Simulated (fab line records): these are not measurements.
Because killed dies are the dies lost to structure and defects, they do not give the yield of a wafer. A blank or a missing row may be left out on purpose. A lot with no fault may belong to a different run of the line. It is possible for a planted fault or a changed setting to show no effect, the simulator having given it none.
Check for tools in common ; flow rit_cmos ; Sampled: 13 lots, 42 wafers

## THE REASON FOR OPENING IT
At RIT_NRETRO_TW_MEAS_10 the reading NRETRO_TW is flagged on 1 of 13 lots. Wafers without a fault read 1049, standard deviation 5.9.
Rule: a lot is flagged in two cases, either no wafer of it has a number, or all its wafers with numbers fall more than 4 standard deviations from that mean. The rest of the lots are taken to be sound.

lot;measured;on;NRETRO_TW, wafer by wafer;flag
L428;day 2 12:19;film_metro-01;1052 1044 1051;
L429;day 2 21:31;film_metro-04;1051 1061 1054;
L430;day 3 03:55;film_metro-01;1048 1052 1044;
L433;day 3 13:56;film_metro-02;1041 1044 1044;
L434;day 3 17:41;film_metro-02;30 30 30 30 30 30;FLAGGED
L435;day 3 22:56;film_metro-04;1057 1053 1058;
L440;day 4 22:59;film_metro-01;1050 1052 1055;
L444;day 5 18:50;film_metro-02;1054 1048 1048;
L445;day 5 23:48;film_metro-02;1040 1048 1046;
L446;day 6 06:01;film_metro-02;1047 1040 1037;
L447;day 6 09:40;film_metro-04;1063 1064 1059;
L449;day 6 19:38;film_metro-01;1047 1051 1047;
L450;day 7 00:43;film_metro-04;1051 1048 1053;
Flagged lots average 30: -1019 relative to the usual, that is -99 or more standard deviations.

## EACH LOT AND THE TOOL IT RAN ON
The record keeps 1 process step preceding the reading, out of 202 steps on the route. Each cell gives the tool, then ch followed by the chambers the sampled wafers passed through, then the start.
lot;flag;RIT_NWELL_STRIP_09
L428;;plasma_asher-03 ch 0,1, day 2 01:43
L429;;plasma_asher-02 ch 0,1, day 2 09:53
L430;;plasma_asher-01 ch 0,1, day 2 17:04
L433;;plasma_asher-02 ch 0,1, day 3 05:03
L434;FLAGGED;plasma_asher-01 ch 0,1, day 3 09:02
L435;;plasma_asher-03 ch 0,1, day 3 13:17
L440;;plasma_asher-02 ch 0,1, day 4 14:17
L444;;plasma_asher-02 ch 0,1, day 5 09:58
L445;;plasma_asher-02 ch 1, day 5 15:01
L446;;plasma_asher-02 ch 0,1, day 5 21:11
L447;;plasma_asher-02 ch 0,1, day 6 00:55
L449;;plasma_asher-02 ch 1, day 6 10:49
L450;;plasma_asher-01 ch 0,1, day 6 15:44
What the steps here do:
- RIT_NWELL_STRIP_09: strips in O2, time 180 s.
- RIT_NRETRO_TW_MEAS_10

## FLAGGED AGAINST TOTAL, ONE TOOL AT A TIME (gauges that did the reading follow at the end)
step;tool;lots run;flagged;share of the flagged lots;sound lots run after its first flagged lot
RIT_NWELL_STRIP_09;plasma_asher-01;3;1;all;1 (L450)
RIT_NWELL_STRIP_09;plasma_asher-02;8;0;none;-
RIT_NWELL_STRIP_09;plasma_asher-03;2;0;none;-
RIT_NRETRO_TW_MEAS_10;film_metro-01;4;0;none;-
RIT_NRETRO_TW_MEAS_10;film_metro-02;5;1;all;3 (L444,L445,L446)
RIT_NRETRO_TW_MEAS_10;film_metro-04;4;0;none;-

## THE TABLE: WHAT IT ALLOWS
Rows of the table that ran all the flagged lots, 2 in number: plasma_asher-01 at RIT_NWELL_STRIP_09; film_metro-02 at RIT_NRETRO_TW_MEAS_10.
- plasma_asher-01 at RIT_NWELL_STRIP_09 ran 3 lots, 1 of them flagged. After the first flagged lot (L450), sound lots still ran on it; a lasting fault on the whole tool would not permit that. Its own readings (run_length_s) fall more than 4 standard deviations out on all wafers of the flagged lots.
- film_metro-02 at RIT_NRETRO_TW_MEAS_10 ran 5 lots, 1 of them flagged. After the first flagged lot (L444, L445, L446), sound lots still ran on it; a lasting fault on the whole tool would not permit that.
There is no row in the table that ran each flagged lot and no sound lot after the first.

## WHAT WAS PUT IN BY THE SIMULATOR
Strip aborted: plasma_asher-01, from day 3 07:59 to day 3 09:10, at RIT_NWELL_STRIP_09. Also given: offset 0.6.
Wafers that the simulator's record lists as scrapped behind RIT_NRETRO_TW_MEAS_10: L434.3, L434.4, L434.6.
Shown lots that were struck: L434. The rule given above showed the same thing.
